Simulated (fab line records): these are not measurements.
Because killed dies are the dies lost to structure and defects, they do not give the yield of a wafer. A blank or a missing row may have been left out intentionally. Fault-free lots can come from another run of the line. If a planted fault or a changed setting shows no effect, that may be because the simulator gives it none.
fab line records	flow rit_cmos
[record] lots = 7	wafers = 21	last_day = 7
route steps=202 shown CONTACT@168 M1@202
lots with no fault: from the same line, run without faults
start_h: hours from the record's opening day to when the first of the lot's shown wafers began	wait_h: how many hours have passed since the lot's step before this one	" unchanged from the row above	L1.1+2: a single row standing in for several wafers	- no value, or no start given	* or withheld: withheld	< > ~ a bound
route shown NAME@n: NAME is a module with steps in the file, n the number in the route of the first one	usual: mean/standard deviation taken from wafers without a fault	same: alike in all rows	chamber/n: place in a boat	sites: readings site by site	_std_site: the values' standard deviation	_edge_site: inner sites' mean taken away from outer sites' mean	radius_mm: how far each site lies from the wafer's centre	mask NAME#n: copy n	behind: the last tool/chamber to shape the wafer	hold: what put the lot on hold/how long, in hours/how the hold closed	device: the n, p or np transistor that did not switch	end of line: tests run on the same wafers once the route is complete	for a step that has no rows: nothing shown but its recipe	killed: dies lost to structure and defects at the first sort, not the wafer's yield	map: a wafer's dies, x killed, . not, _ none there
set.NAME: the setting that was run; set.NAME@STEP: the one run at that earlier step	model.NAME: the simulator's own value behind a step, which no gauge read
lots seen at some steps along the route; tables by step, rows by wafer
services: the hour from which a tool's chamber was out of use, counted from the record's first day as start_h (under 0 if before that day), plus the number of hours and why
[[steps]]
[step RIT_CONTACT_CVD_00]
[recipe] material = SiO2	target_thk_nm = 400	precursor = TEOS	temp_c = 390	time_s = 61	rf_w = 400
[usual] heater_power_w = 290/47
lot.wafer	tool	chamber	start_h	wait_h	heater_power_w
L456.1	pecvd-01	0	97.98	0.1	339
L456.4	"	0	"	"	254
L456.5	"	2	"	"	341
L457.3	pecvd-03	2	105.04	0.0	286
L457.4	"	2	"	"	318
L457.5	"	1	"	"	255
L463.3	pecvd-02	0	141.67	0.0	242
L463.4	"	0	"	"	260
L463.6	"	1	"	"	271
L464.2	pecvd-03	0	142.15	0.0	284
L464.4	"	0	"	"	298
L464.6	"	1	"	"	196
L465.1	pecvd-02	1	146.07	0.1	222
L465.3	"	0	"	"	280
L465.6	"	2	"	"	236
L466.1	pecvd-01	0	159.57	0.1	270
L466.4	"	1	"	"	322
L466.6	"	2	"	"	349
L468.1	pecvd-02	1	164.10	0.1	260
L468.5	"	2	"	"	194
L468.6	"	1	"	"	270
[step RIT_CONTACT_THK_MEAS_01]
[recipe] reads = SiO2_of_CONTACT_CVD_00
[usual] CONTACT_TEOS_THK = 399/5.2
lot.wafer	tool	chamber	start_h	wait_h	CONTACT_TEOS_THK[nm]
L456.1	film_metro-01	-	98.03	0.0	397
L456.4	"	-	"	"	405
L456.5	"	-	"	"	400
L457.3	film_metro-03	-	105.11	0.0	397
L457.4	"	-	"	"	408
L457.5	"	-	"	"	393
L463.3	film_metro-01	-	141.74	0.0	394
L463.4	"	-	"	"	402
L463.6	"	-	"	"	395
L464.2	film_metro-01	-	142.21	0.0	405
L464.4	"	-	"	"	408
L464.6	"	-	"	"	398
L465.1	film_metro-04	-	146.12	0.0	396
L465.3	"	-	"	"	399
L465.6	"	-	"	"	402
L466.1	film_metro-03	-	159.62	0.0	394
L466.4	"	-	"	"	403
L466.6	"	-	"	"	401
L468.1	film_metro-03	-	164.15	0.0	393
L468.5	"	-	"	"	405
L468.6	"	-	"	"	399
[step RIT_CONTACT_HMDS_02]
[recipe] prime_time_s = 60	prime_temp_c = 140
[step RIT_CONTACT_COAT_03]
[recipe] resist = NOVOLAK	spin_rpm = 3250	resist_thk_nm = 1000
[step RIT_CONTACT_SOFTBAKE_04]
[recipe] resist = NOVOLAK	temp_c = 90	time_s = 60
[step RIT_CONTACT_EXPOSE_05]
[recipe] mask_id = M11	na = 0.6	source_shape = conventional	sigma_outer = 0.5	target_cd_nm = 1000	dose_mj = 250
[step RIT_CONTACT_PEB_06]
[recipe] resist = NOVOLAK	temp_c = withheld	time_s = withheld
[step RIT_CONTACT_DEVELOP_07]
[recipe] resist = NOVOLAK	develop_time_s = 123	dev_temp_c = 23
[step RIT_CONTACT_CD_MEAS_08]
[recipe] target_cd_nm = 1000
[usual] cd_nm = 1000.4/2.5
lot.wafer	tool	chamber	start_h	wait_h	cd_nm
L456.1	cd_sem-02	-	99.18	-	998.1
L456.4	"	-	"	"	1000.0
L456.5	"	-	"	"	998.4
L457.3	cd_sem-02	-	106.39	-	997.5
L457.4	"	-	"	"	997.4
L457.5	"	-	"	"	996.3
L463.3	cd_sem-01	-	142.95	-	1001.3
L463.4	"	-	"	"	1003.1
L463.6	"	-	"	"	1002.4
L464.2	cd_sem-01	-	143.36	-	1000.8
L464.4	"	-	"	"	1002.5
L464.6	"	-	"	"	1000.7
L465.1	cd_sem-02	-	147.28	-	995.7
L465.3	"	-	"	"	995.6
L465.6	"	-	"	"	996.6
L466.1	cd_sem-02	-	160.80	-	1002.1
L466.4	"	-	"	"	1000.1
L466.6	"	-	"	"	1002.1
L468.1	cd_sem-02	-	165.42	-	999.9
L468.5	"	-	"	"	998.5
L468.6	"	-	"	"	1000.2
[step RIT_CONTACT_OVL_MEAS_09]
[usual] CONTACT_OVL = -0.2/1.6
lot.wafer	tool	chamber	start_h	wait_h	CONTACT_OVL[nm]
L456.1	overlay-01	-	99.30	0.1	-0.4
L456.4	"	-	"	"	-0.8
L456.5	"	-	"	"	1.1
L457.3	overlay-01	-	106.48	0.1	-0.4
L457.4	"	-	"	"	-1.1
L457.5	"	-	"	"	-0.6
L463.3	overlay-02	-	143.04	0.1	-1.3
L463.4	"	-	"	"	2.0
L463.6	"	-	"	"	0.2
L464.2	overlay-02	-	143.47	0.1	-0.6
L464.4	"	-	"	"	-0.2
L464.6	"	-	"	"	1.3
L465.1	overlay-02	-	147.40	0.1	2.3
L465.3	"	-	"	"	3.2
L465.6	"	-	"	"	4.4
L466.1	overlay-02	-	160.92	0.1	-0.7
L466.4	"	-	"	"	2.2
L466.6	"	-	"	"	-0.9
L468.1	overlay-01	-	165.54	0.1	-0.6
L468.5	"	-	"	"	1.5
L468.6	"	-	"	"	0.3
[step RIT_CONTACT_HARDBAKE_10]
[recipe] resist = NOVOLAK	temp_c = 140	time_s = 60
[step RIT_CONTACT_ETCH_11]
[recipe] target_depth_a = 4800	over_etch_frac = 0.2	stop_on = TiSi2	chemistry = CHF3/CF4/Ar	target = SiO2	CHF3_flow_sccm = 50	cf4_flow_sccm = 10	Ar_flow_sccm = 100	O2_flow_sccm = 5	pressure_mtorr = 100	rf_w = 200	time_s = 320
[usual] drypump_motor_current_A = 5.7/0.41	oes_product_au = 0.984/0.013	throttle_valve_pct = 8.86/0.17
lot.wafer	tool	chamber	start_h	wait_h	drypump_motor_current_A	oes_product_au	rf_hours_counter_h	throttle_valve_pct
L456.1	rie_diel-03	3	99.49	0.1	6.1	0.989	3	8.94
L456.4	"	2	"	"	6.4	0.983	151	8.73
L456.5	"	1	"	"	6.0	0.989	-	9.03
L457.3	rie_diel-02	3	106.65	0.1	5.5	0.990	3	8.87
L457.4	"	0	"	"	5.1	0.974	7	8.59
L457.5	"	3	"	"	5.5	0.984	-	8.90
L463.3	rie_diel-03	1	143.36	0.1	5.9	0.985	133	9.03
L463.4	"	2	"	"	6.4	0.983	-	8.74
L463.6	"	1	"	"	5.9	0.991	-	9.05
L464.2	rie_diel-04	0	143.74	0.1	6.1	0.968	109	8.58
L464.4	"	2	"	"	5.6	0.980	100	8.76
L464.6	"	2	"	"	5.6	0.971	-	8.76
L465.1	rie_diel-02	2	147.58	0.1	5.6	0.977	11	8.71
L465.3	"	1	"	"	5.4	0.996	4	8.92
L465.6	"	3	"	"	5.5	0.979	-	8.90
L466.1	rie_diel-04	3	161.11	0.1	5.5	0.991	40	9.09
L466.4	"	1	"	"	6.4	1.004	9	9.00
L466.6	"	2	"	"	5.5	0.975	-	8.75
L468.1	rie_diel-02	0	165.72	0.1	5.1	0.978	9	8.59
L468.5	"	0	"	"	5.1	0.978	-	8.59
L468.6	"	1	"	"	5.4	0.998	-	8.91
[step RIT_CONTACT_STRIP_12]
[recipe] chemistry = O2	time_s = 180	resist = NOVOLAK	platen_temp_c = withheld	power_w = 500	pressure_mtorr = 4000	o2_flow_sccm = 4000
[usual] chamber_pressure_mTorr = 3999/4.6	drypump_motor_current_A = 5.94/0.28	o2_flow_sccm = 4002/12
lot.wafer	tool	chamber	start_h	wait_h	chamber_pressure_mTorr	drypump_motor_current_A	o2_flow_sccm	rf_hours_counter_h	model.NOVOLAK_of_CONTACT_COAT_03.thk_nm
L456.1	plasma_asher-01	0	99.68	0.1	3997	5.64	3998	47	0
L456.4	"	0	"	"	4006	5.66	3999	-	0
L456.5	"	1	"	"	3997	5.66	3989	-	0
L457.3	plasma_asher-02	0	106.91	0.2	3994	6.04	3998	-	0
L457.4	"	1	"	"	3998	5.69	4000	-	0
L457.5	"	0	"	"	4004	6.03	4016	-	0
L463.3	plasma_asher-02	1	143.61	0.2	-	-	-	-	765.9
L463.4	"	0	"	"	-	-	-	-	766.6
L463.6	"	1	"	"	-	-	-	-	766.7
L464.2	plasma_asher-01	1	143.94	0.1	-	-	-	-	763.4
L464.4	"	1	"	"	-	-	-	-	767.8
L464.6	"	0	"	"	-	-	-	-	769.4
L465.1	plasma_asher-02	0	147.78	0.1	-	-	-	-	775.3
L465.3	"	1	"	"	-	-	-	-	773.1
L465.6	"	0	"	"	-	-	-	-	777.4
L466.1	plasma_asher-02	0	161.30	0.1	3992	6.03	3985	4	0
L466.4	"	1	"	"	4004	5.71	4002	-	0
L466.6	"	1	"	"	4003	5.71	4006	-	0
L468.1	plasma_asher-04	1	165.92	0.1	3969	6.45	3982	51	0
L468.5	"	1	"	"	3995	6.42	4014	-	0
L468.6	"	0	"	"	4000	6.06	4003	-	0
[step RIT_CONTACT_CD_MEAS_90]
[recipe] target_cd_nm = 1000
[usual] cd_nm = 1000.4/2.5
lot.wafer	tool	chamber	start_h	wait_h	cd_nm
L456.1	cd_sem-02	-	99.86	0.1	998.1
L456.4	"	-	"	"	1000.0
L456.5	"	-	"	"	998.5
L457.3	cd_sem-01	-	107.06	0.1	997.4
L457.4	"	-	"	"	998.0
L457.5	"	-	"	"	995.7
L463.3	cd_sem-02	-	143.77	0.1	1001.5
L463.4	"	-	"	"	1003.3
L463.6	"	-	"	"	1002.3
L464.2	cd_sem-01	-	144.13	0.1	1001.4
L464.4	"	-	"	"	1002.6
L464.6	"	-	"	"	1000.0
L465.1	cd_sem-01	-	147.95	0.1	995.9
L465.3	"	-	"	"	995.5
L465.6	"	-	"	"	996.2
L466.1	cd_sem-01	-	161.48	0.1	1001.8
L466.4	"	-	"	"	1000.2
L466.6	"	-	"	"	1001.7
L468.1	cd_sem-01	-	166.09	0.1	1000.2
L468.5	"	-	"	"	998.8
L468.6	"	-	"	"	999.8
[step RIT_M1_PROBE_99]
[usual] killed_at_M0_to_M3 = 0.0/0.12	killed_at_front_end = 6.6/2.8	killed_dies = 6.6/2.8	killed_on_rim = 1.8/1.2	killed_open = 3.3/1.9	killed_short = 3.2/1.8
[same] gross_dies = 264	killed_at_M4_up = 0	killed_at_back_side = 0	killed_at_contacts = 0	killed_at_other = 0
lot.wafer	tool	chamber	start_h	wait_h	hold	killed_at_M0_to_M3	killed_at_front_end	killed_dies	killed_on_rim	killed_open	killed_short
L456.1	prober-01	-	105.01	0.1	-	0	5	5	1	3	2
L456.4	prober-01	-	105.16	0.2	-	0	7	7	2	6	1
L456.5	prober-01	-	105.21	0.2	-	0	11	11	3	8	3
L457.3	prober-02	-	111.61	0.2	-	0	3	3	1	2	1
L457.4	prober-02	-	111.66	0.2	-	0	4	4	2	2	2
L457.5	prober-02	-	111.71	0.2	-	0	8	8	0	5	3
L463.3	prober-02	-	148.60	0.2	await_dispo/5.4h/scrap	262	2	264	70	2	0
L463.4	prober-02	-	148.65	0.2	await_dispo/5.4h/scrap	259	5	264	70	2	3
L463.6	prober-02	-	148.75	0.2	await_dispo/5.4h/scrap	257	7	264	70	2	5
L464.2	prober-01	-	149.76	0.1	await_dispo/2.0h/scrap	260	4	264	70	0	4
L464.4	prober-01	-	149.86	0.2	await_dispo/2.0h/scrap	253	11	264	70	7	4
L464.6	prober-01	-	149.96	0.2	await_dispo/2.0h/scrap	260	4	264	70	2	2
L465.1	prober-02	-	152.71	0.1	await_dispo/3.6h/scrap	254	10	264	70	6	4
L465.3	prober-02	-	152.81	0.2	await_dispo/3.6h/scrap	260	4	264	70	1	3
L465.6	prober-02	-	152.96	0.2	await_dispo/3.6h/scrap	257	7	264	70	4	3
L466.1	prober-01	-	166.14	0.1	-	0	4	4	1	3	1
L466.4	prober-01	-	166.29	0.2	-	0	4	4	1	3	1
L466.6	prober-01	-	166.39	0.2	-	0	5	5	0	0	5
L468.1	prober-01	-	170.63	0.1	-	0	12	12	0	5	6
L468.5	prober-01	-	170.83	0.2	-	0	12	12	3	6	6
L468.6	prober-01	-	170.88	0.2	-	0	9	9	3	4	5
// killed by level:class
L456.1 GATE:geometric_particle:open=2 FOX2:geometric_particle:short=1 GATE:geometric_particle:short=1 SILICIDE:geometric_particle:open=1
L456.4 SPACER:geometric_particle:open=2 GATE:geometric_particle:open=2 FOX1:geometric_particle:open=1 GATE:geometric_particle:short=1 REOX:geometric_particle:open=1
L456.5 GATE:geometric_particle:open=5 FOX2:geometric_particle:open=3 FOX2:geometric_particle:short=2 GATE:geometric_particle:short=1
L457.3 FOX1:geometric_particle:open=1 GATE:geometric_particle:open=1 GATE:geometric_particle:short=1
L457.4 FOX1:geometric_particle:open=2 GATE:geometric_particle:short=1 SPACER:geometric_particle:short=1
L457.5 REOX:geometric_particle:open=2 SILICIDE:geometric_particle:short=2 SILICIDE:geometric_particle:open=2 FOX1:geometric_particle:short=1 GATE:geometric_particle:open=1
L463.3 M1:area_sputter=262 FOX1:geometric_particle:open=1 GATE:geometric_particle:open=1
L463.4 M1:area_sputter=259 SILICIDE:geometric_particle:short=2 FOX1:geometric_particle:short=1 FOX1:geometric_particle:open=1 REOX:geometric_particle:open=1
L463.6 M1:area_sputter=257 GATE:geometric_particle:short=3 SILICIDE:geometric_particle:short=2 GATE:geometric_particle:open=1 REOX:geometric_particle:open=1
L464.2 M1:area_sputter=260 GATE:geometric_particle:short=3 FOX1:geometric_particle:short=1
L464.4 M1:area_sputter=253 SPACER:geometric_particle:open=2 SILICIDE:geometric_particle:short=2 FOX1:geometric_particle:open=1 FOX2:geometric_particle:open=1 GATE:geometric_particle:open=1 REOX:geometric_particle:open=1 REOX:geometric_particle:short=1
L464.6 M1:area_sputter=260 REOX:geometric_particle:short=2 FOX1:geometric_particle:open=1 SILICIDE:geometric_particle:open=1
L465.1 M1:area_sputter=254 GATE:geometric_particle:open=3 SILICIDE:geometric_particle:open=3 FOX1:geometric_particle:short=2 GATE:geometric_particle:short=2
L465.3 M1:area_sputter=260 GATE:geometric_particle:short=3 FOX1:geometric_particle:open=1
L465.6 M1:area_sputter=257 REOX:geometric_particle:short=2 SPACER:geometric_particle:open=2 FOX1:geometric_particle:open=1 FOX1:geometric_particle:short=1 GATE:geometric_particle:open=1
L466.1 FOX2:geometric_particle:open=1 GATE:geometric_particle:short=1 GATE:geometric_particle:open=1 SILICIDE:geometric_particle:open=1
L466.4 GATE:geometric_particle:open=2 SPACER:geometric_particle:open=1 SPACER:geometric_particle:short=1
L466.6 GATE:geometric_particle:short=2 FOX2:geometric_particle:short=1 REOX:geometric_particle:short=1 SILICIDE:geometric_particle:short=1
L468.1 FOX1:geometric_particle:short=2 GATE:geometric_particle:short=2 GATE:geometric_particle:open=2 SPACER:geometric_particle:open=2 SILICIDE:geometric_particle:short=1 REOX:geometric_particle:open=1 SPACER:geometric_particle:short=1 NLDD:coat_microbubble_printed=1
L468.5 GATE:geometric_particle:short=4 GATE:geometric_particle:open=2 ACTIVE:geometric_particle:open=1 FOX1:geometric_particle:short=1 REOX:geometric_particle:open=1 SPACER:geometric_particle:open=1 SPACER:geometric_particle:short=1 SILICIDE:geometric_particle:open=1
L468.6 GATE:geometric_particle:open=3 GATE:geometric_particle:short=3 FOX1:geometric_particle:short=1 REOX:geometric_particle:open=1 SPACER:geometric_particle:short=1
// map L463.3 (x killed, . not)
________xxxxxxx_______
_____xxxxxxxxxxxxx____
____xxxxxxxxxxxxxxx___
___xxxxxxxxxxxxxxxxx__
__xxxxxxxxxxxxxxxxxxx_
__xxxxxxxxxxxxxxxxxxx_
_xxxxxxxxxxxxxxxxxxxxx
_xxxxxxxxxxxxxxxxxxxxx
_xxxxxxxxxxxxxxxxxxxxx
_xxxxxxxxxxxxxxxxxxxxx
__xxxxxxxxxxxxxxxxxxx_
__xxxxxxxxxxxxxxxxxxx_
___xxxxxxxxxxxxxxxxx__
____xxxxxxxxxxxxxxx___
_____xxxxxxxxxxxxx____
________xxxxxxx_______
// map L464.2 (x killed, . not)
________xxxxxxx_______
_____xxxxxxxxxxxxx____
____xxxxxxxxxxxxxxx___
___xxxxxxxxxxxxxxxxx__
__xxxxxxxxxxxxxxxxxxx_
__xxxxxxxxxxxxxxxxxxx_
_xxxxxxxxxxxxxxxxxxxxx
_xxxxxxxxxxxxxxxxxxxxx
_xxxxxxxxxxxxxxxxxxxxx
_xxxxxxxxxxxxxxxxxxxxx
__xxxxxxxxxxxxxxxxxxx_
__xxxxxxxxxxxxxxxxxxx_
___xxxxxxxxxxxxxxxxx__
____xxxxxxxxxxxxxxx___
_____xxxxxxxxxxxxx____
________xxxxxxx_______
[[services]]
tool	chamber	start_h	hours	kind
plasma_asher-02	-	77.79	6.2	repair
pecvd-03	-	82.07	0.7	repair
rie_diel-03	-	101.04	41.0	repair
plasma_asher-01	-	105.85	1.3	repair
plasma_asher-01	-	108.39	19.9	repair
plasma_asher-02	-	108.75	9.0	pm
plasma_asher-02	0	108.75	9.0	vent_cycle
plasma_asher-02	1	108.75	9.0	vent_cycle
plasma_asher-02	0	117.75	-	clean
plasma_asher-02	1	117.75	-	clean
pecvd-01	-	123.22	28.1	pm
rie_diel-03	0	136.82	14.8	repair
rie_diel-03	2	151.58	-	clean
rie_diel-03	2	151.58	19.4	scheduled_down
rie_diel-03	2	151.58	19.4	vent_cycle
pecvd-03	-	164.80	5.0	repair
[[key]]
[first_sign] step = RIT_CONTACT_STRIP_12	reading = tool_record	direction = missing
[effect] step = RIT_M1_PROBE_99	reading = killed_at_M0_to_M3	direction = up	sigmas = 99+	usual = 0.0	struck = 258
[model_effect] step = RIT_CONTACT_STRIP_12	value = NOVOLAK_of_CONTACT_COAT_03.thk_nm	without = 0	struck = 769.5
[more_kills_born_at] RIT_M1_SPUTTER_00@pvd_sputter-02 = 778	RIT_M1_SPUTTER_00@pvd_sputter-01 = 773	RIT_M1_SPUTTER_00@pvd_sputter-03 = 771
met_at RIT_CONTACT_STRIP_12
struck_wafers L463.3,L463.4,L463.6,L464.2,L464.4,L464.6,L465.1,L465.3,L465.6
later_rows_left_out L463.3,L463.4,L463.6,L464.2,L464.4,L464.6,L465.1,L465.3,L465.6
tester_left_out L463,L464,L465
onset_between 106.91 143.61
[fault] kind = skipped_step_whole	tool = plasma_asher-01,plasma_asher-02	chamber = -	onset_h = 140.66	steps = RIT_CONTACT_STRIP_12	scope = struck_lots_only
// tester_left_out: of these lots the tester's yield and bins aren't shown, on N5 and GAA mostly nor the transistor test; their killed dies are dies lost to structure and defects alone, not to doping, threshold or leakage, so they don't give the yield
// later_rows_left_out: the simulator's readings of these wafers behind a module that went badly wrong aren't trusted and aren't shown, but for the sort
